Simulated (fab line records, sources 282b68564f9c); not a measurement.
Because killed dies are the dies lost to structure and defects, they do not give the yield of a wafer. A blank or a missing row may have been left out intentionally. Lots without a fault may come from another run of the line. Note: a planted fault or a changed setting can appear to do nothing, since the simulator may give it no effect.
fab line records    flow rit-cmos
record lots=7  wafers=21  last-day=7
route steps=202 shown ACTIVE@1
lots that met no fault: from a run of the same line without faults
start-h: hours from the record's opening day to when the first of the lot's shown wafers began    wait-h: time in hours since the lot's previous step    " the same as in the row above    L1.1+2: one row covering several wafers at once    - no value, or no start was given    * or withheld: withheld    < > ~ a bound
route shown NAME@n: names a module that has steps shown in the file, with the first one's number in the route    usual: average and standard deviation across the fault-free wafers    same: alike in all rows    chamber/n: place in a boat    sites: readings site by site    _std_site: standard deviation of those values    _edge_site: inner sites' mean taken away from outer sites' mean    radius-mm: how far each site lies from the wafer's centre    mask NAME#n: copy n    behind: the last tool/chamber to shape the wafer    hold: why the lot went on hold/how many hours it stayed there/how the hold came to an end    device: which transistor (n, p or np) failed to switch    end of line: the tests these same wafers got at the end of their route    where a step has no rows: the recipe by itself    killed: dies lost to structure and defects at the first sort, not the wafer's yield    map: per-die view of a wafer (x killed, . not killed, _ where there is no die)
set.NAME: the setting the step ran with; set.NAME@STEP: the setting that earlier step ran with    model.NAME: the simulator's own value behind a step, which no gauge read
certain route steps with their lots: each step a table, each wafer a row
## steps
# step RIT_ACTIVE_BOW_MEAS_00
# recipe mode=bow
# usual INCOMING_BOW=0/5.9
lot.wafer  tool           chamber  start-h  wait-h  INCOMING_BOW[um]
L427.2     film-metro-03  -        30.02    -       7
L427.5     "              -        "        "       -3
L427.6     "              -        "        "       -6
L431.2     film-metro-03  -        50.02    -       -4
L431.3     "              -        "        "       -9
L431.4     "              -        "        "       -8
L432.1     film-metro-01  -        55.00    -       11
L432.3     "              -        "        "       -8
L432.5     "              -        "        "       1
L433.2     film-metro-03  -        60.02    -       1
L433.4     "              -        "        "       -3
L433.6     "              -        "        "       0
L434.1     film-metro-03  -        65.00    -       9
L434.5     "              -        "        "       -4
L434.6     "              -        "        "       -1
L435.2     film-metro-02  -        70.02    -       5
L435.3     "              -        "        "       3
L435.5     "              -        "        "       5
L444.1     film-metro-02  -        115.00   -       -2
L444.2     "              -        "        "       5
L444.4     "              -        "        "       6
# step RIT_ACTIVE_OXIDATION_01
# recipe temp-c=1000  ambient=O2  target-thk-a=468  ox-time-s=3209
# step RIT_ACTIVE_THK_MEAS_02
# recipe reads=SiO2_of_ACTIVE_OXIDATION_01
# usual ACTIVE_OXIDE_THK=45.4/0.76
lot.wafer  tool           chamber  start-h  wait-h  ACTIVE_OXIDE_THK[nm]
L427.2     film-metro-01  -        32.06    0.0     45.2
L427.5     "              -        "        "       44.4
L427.6     "              -        "        "       45.2
L431.2     film-metro-01  -        52.06    0.0     46.1
L431.3     "              -        "        "       45.4
L431.4     "              -        "        "       46.0
L432.1     film-metro-03  -        57.05    0.0     46.6
L432.3     "              -        "        "       46.4
L432.5     "              -        "        "       47.6
L433.2     film-metro-01  -        62.06    0.0     46.3
L433.4     "              -        "        "       45.9
L433.6     "              -        "        "       46.0
L434.1     film-metro-02  -        67.05    0.0     44.5
L434.5     "              -        "        "       44.7
L434.6     "              -        "        "       44.7
L435.2     film-metro-01  -        72.59    0.0     46.0
L435.3     "              -        "        "       46.8
L435.5     "              -        "        "       46.4
L444.1     film-metro-02  -        117.05   0.0     45.3
L444.2     "              -        "        "       44.9
L444.4     "              -        "        "       45.1
# step RIT_ACTIVE_CVD_03
# recipe material=Si3N4  target-thk-nm=150  temp-c=810  precursor=SiH2Cl2/NH3  time-s=1500  pressure-mtorr=300  sih2cl2-flow-sccm=60  nh3-flow-sccm=150
# step RIT_ACTIVE_THK_MEAS_04
# recipe reads=Si3N4_of_ACTIVE_CVD_03
# usual ACTIVE_NITRIDE_THK=149.5/1.4
lot.wafer  tool           chamber  start-h  wait-h  ACTIVE_NITRIDE_THK[nm]
L427.2     film-metro-02  -        33.54    0.0     150.4
L427.5     "              -        "        "       150.3
L427.6     "              -        "        "       148.8
L431.2     film-metro-01  -        53.54    0.0     150.0
L431.3     "              -        "        "       149.4
L431.4     "              -        "        "       150.8
L432.1     film-metro-02  -        58.53    0.0     150.0
L432.3     "              -        "        "       149.4
L432.5     "              -        "        "       148.5
L433.2     film-metro-01  -        63.54    0.0     151.0
L433.4     "              -        "        "       150.8
L433.6     "              -        "        "       150.4
L434.1     film-metro-03  -        68.53    0.0     151.3
L434.5     "              -        "        "       149.6
L434.6     "              -        "        "       150.1
L435.2     film-metro-01  -        74.07    0.0     147.0
L435.3     "              -        "        "       147.1
L435.5     "              -        "        "       146.4
L444.1     film-metro-01  -        118.53   0.0     148.9
L444.2     "              -        "        "       149.9
L444.4     "              -        "        "       148.8
# step RIT_ACTIVE_HMDS_05
# recipe prime-time-s=60  prime-temp-c=140
# step RIT_ACTIVE_COAT_06
# recipe resist=NOVOLAK  spin-rpm=3250  resist-thk-nm=1000
# step RIT_ACTIVE_SOFTBAKE_07
# recipe resist=NOVOLAK  temp-c=90.56  time-s=60
# step RIT_ACTIVE_EXPOSE_08
# recipe mask-id=M1  na=0.6  source-shape=conventional  sigma-outer=0.6  target-cd-nm=1400  dose-mj=225
# step RIT_ACTIVE_PEB_09
# recipe resist=NOVOLAK  temp-c=withheld  time-s=withheld
# step RIT_ACTIVE_DEVELOP_10
# recipe resist=NOVOLAK  develop-time-s=50  dev-temp-c=23
# usual chill-plate-temp-C=23.02/0.1  develop-time-s=50/0
lot.wafer  tool            chamber  start-h  wait-h  chill-plate-temp-C  develop-time-s
L427.2     litho-track-02  0        34       -       22.98               50
L427.5     "               0        "        "       22.89               50
L427.6     "               0        "        "       22.97               50
L431.2     litho-track-02  -        54       -       -                   -
L431.3     "               -        "        "       -                   -
L431.4     "               -        "        "       -                   -
L432.1     litho-track-02  -        59       -       -                   -
L432.3     "               -        "        "       -                   -
L432.5     "               -        "        "       -                   -
L433.2     litho-track-02  -        64       -       -                   -
L433.4     "               -        "        "       -                   -
L433.6     "               -        "        "       -                   -
L434.1     litho-track-01  0        69       -       23.14               50
L434.5     "               0        "        "       23.31               50
L434.6     "               0        "        "       22.97               50
L435.2     litho-track-02  0        74       -       23.05               50
L435.3     "               0        "        "       23.13               50
L435.5     "               0        "        "       23.02               50
L444.1     litho-track-02  0        119      -       22.91               50
L444.2     "               0        "        "       22.90               50
L444.4     "               0        "        "       23.12               50
# step RIT_ACTIVE_CD_MEAS_11
# recipe target-cd-nm=1400
# usual cd-nm=1400.1/1.7
lot.wafer  tool       chamber  start-h  wait-h  cd-nm
L427.2     cd-sem-02  -        34.58    -       1401.3
L427.5     "          -        "        "       1401.1
L427.6     "          -        "        "       1401.9
L431.2     cd-sem-02  -        54.47    -       -
L431.3     "          -        "        "       -
L431.4     "          -        "        "       -
L432.1     cd-sem-01  -        59.56    -       -
L432.3     "          -        "        "       -
L432.5     "          -        "        "       -
L433.2     cd-sem-01  -        64.46    -       -
L433.4     "          -        "        "       -
L433.6     "          -        "        "       -
L434.1     cd-sem-02  -        69.56    -       1402.6
L434.5     "          -        "        "       1401.5
L434.6     "          -        "        "       1401.3
L435.2     cd-sem-01  -        74.99    -       1398.0
L435.3     "          -        "        "       1399.3
L435.5     "          -        "        "       1399.5
L444.1     cd-sem-02  -        119.44   -       1399.8
L444.2     "          -        "        "       1397.9
L444.4     "          -        "        "       1397.8
## key
first-sign step=RIT_ACTIVE_DEVELOP_10  reading=tool-record  direction=missing
effect none on later readings
met-at RIT_ACTIVE_DEVELOP_10
struck-wafers L431.2,L431.3,L431.4,L432.1,L432.3,L432.5,L433.2,L433.4,L433.6
later-rows-left-out L431.2,L431.3,L431.4,L432.1,L432.3,L432.5,L433.2,L433.4,L433.6
sort-left-out L431.2,L431.3,L431.4,L432.1,L432.3,L432.5,L433.2,L433.4,L433.6
tester-left-out L431,L432,L433
onset-between 34 54
fault kind=skipped-step-whole  tool=litho-track-02  chamber=-  onset-h=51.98  steps=RIT_ACTIVE_DEVELOP_10  scope=struck-lots-only
# tester-left-out: of these lots the tester's yield and bins aren't shown, on N5 and GAA mostly nor the transistor test; their killed dies are dies lost to structure and defects alone, not to doping, threshold or leakage, so they don't give the yield
# sort-left-out: the simulated sort isn't trusted on such a fault, so these wafers' sort isn't shown, and their yield isn't known
# later-rows-left-out: the simulator's readings of these wafers behind a module that went badly wrong aren't trusted and aren't shown, but for the sort
